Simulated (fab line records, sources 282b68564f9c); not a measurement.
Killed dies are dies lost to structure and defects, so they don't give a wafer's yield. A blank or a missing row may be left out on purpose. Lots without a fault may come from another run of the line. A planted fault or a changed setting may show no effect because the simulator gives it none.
Which tool did it? | flow rit_cmos | 14 lots, 42 wafers sampled, at 2 steps of a route of 202

WHAT THE GAUGES READ, wafer by wafer
RIT_SDANNEAL_RS_MEAS_04: measures by four-point-probe.
lot  | measured    | on            | PSD_RS (ohm/sq)
L215 | day 3 12:18 | film_metro-01 | 115.73 116.03 116.03
L216 | day 3 16:55 | film_metro-04 | 115.23 115.83 115.80
L217 | day 3 18:37 | film_metro-04 | 115.99 115.93 115.79
L218 | day 4 02:22 | film_metro-04 | 116.41 115.95 116.64
L220 | day 4 10:04 | film_metro-04 | 115.50 115.65 115.47
L221 | day 4 13:20 | film_metro-04 | 115.86 115.84 115.42
L222 | day 4 22:26 | film_metro-03 | 115.84 116.06 115.79
L224 | day 5 07:53 | film_metro-04 | 115.75 115.63 115.89
L226 | day 5 18:58 | film_metro-01 | 120.34 120.49 120.58
L229 | day 6 06:11 | film_metro-03 | 120.23 120.24 120.13
L231 | day 6 15:37 | film_metro-04 | 115.34 115.64 115.22
L234 | day 7 10:50 | film_metro-01 | 116.22 116.02 116.21
L235 | day 7 12:32 | film_metro-01 | 115.71 115.70 115.48
L237 | day 7 22:04 | film_metro-04 | 115.68 115.34 115.72

WHICH TOOL RAN EACH LOT (tool, then ch and the chambers of the sampled wafers, then the start)
lot  | RIT_PSD_IMPLANT_08
L215 | implanter-02 ch 0, day 3 11:29
L216 | implanter-03 ch 0, day 3 16:06
L217 | implanter-03 ch 0, day 3 17:47
L218 | implanter-03 ch 0, day 4 01:32
L220 | implanter-03 ch 0, day 4 09:14
L221 | implanter-01 ch 0, day 4 12:30
L222 | implanter-01 ch 0, day 4 21:38
L224 | implanter-01 ch 0, day 5 07:04
L226 | implanter-03 ch 0, day 5 18:10
L229 | implanter-03 ch 0, day 6 05:22
L231 | implanter-01 ch 0, day 6 14:48
L234 | implanter-01 ch 0, day 7 09:59
L235 | implanter-02 ch 0, day 7 11:43
L237 | implanter-01 ch 0, day 7 21:13
- RIT_PSD_IMPLANT_08

WHAT THE TOOLS THEMSELVES READ (means of the sampled wafers that have a number; where no wafer has one, the mark that the record gives instead)
RIT_PSD_IMPLANT_08.
lot  | tool         | beam_energy_keV
L215 | implanter-02 | 26.996
L216 | implanter-03 | 26.998
L217 | implanter-03 | 26.992
L218 | implanter-03 | 27.013
L220 | implanter-03 | 27.008
L221 | implanter-01 | 27.002
L222 | implanter-01 | 26.993
L224 | implanter-01 | 26.987
L226 | implanter-03 | 25.116
L229 | implanter-03 | 25.103
L231 | implanter-01 | 26.999
L234 | implanter-01 | 27.009
L235 | implanter-02 | 27.001
L237 | implanter-01 | 27.003

THE ANSWER, worked out from the rows above alone
Rule: what is usual is taken from the lots themselves. Put in order of their means at a reading, lots are off if they are a third of the lots or fewer, leave a main group of 4 or more, and stand apart from it by a gap of 3 or more times the standard deviation of the main group's means; of several such gaps the widest counts. A main group whose means are all the same, to the digits that the tables above print for the reading, isn't used. A lot without any number at a reading at which 4 lots or more have one is off too. The other lots that the step has rows for count as sound. The gauges are gone through in route order, then the tools' own readings, and for those a lot's mean is taken as printed above. The first step at which some lot is off is used, and at that step the reading that is off furthest; a lot without a number counts as furthest.
Off: L226, L229, at RIT_SDANNEAL_RS_MEAS_04 (PSD_RS). The main group: mean 115.79 ohm/sq, standard deviation 0.26.
A tool fits if, at a process step before that reading, it ran every lot that is off, and no sound lot after the first of them. The gauges at RIT_SDANNEAL_RS_MEAS_04 aren't tried: what is off there is off at RIT_PSD_IMPLANT_08 too, on other tools, and a gauge's error can't cause that. One fits: implanter-03 at RIT_PSD_IMPLANT_08. Its last sound lot is L220 (day 4 09:14), its first lot that is off L226 (day 5 18:10): a fault that began between those two fits.
The tool's own readings at RIT_PSD_IMPLANT_08 bear it out: on the lots that are off they differ by more than 5 times the standard deviation of the sound lots' means. beam_energy_keV reads 25.110 there against 27.000 on the sound lots.

WHAT THE SIMULATOR HAD PUT IN
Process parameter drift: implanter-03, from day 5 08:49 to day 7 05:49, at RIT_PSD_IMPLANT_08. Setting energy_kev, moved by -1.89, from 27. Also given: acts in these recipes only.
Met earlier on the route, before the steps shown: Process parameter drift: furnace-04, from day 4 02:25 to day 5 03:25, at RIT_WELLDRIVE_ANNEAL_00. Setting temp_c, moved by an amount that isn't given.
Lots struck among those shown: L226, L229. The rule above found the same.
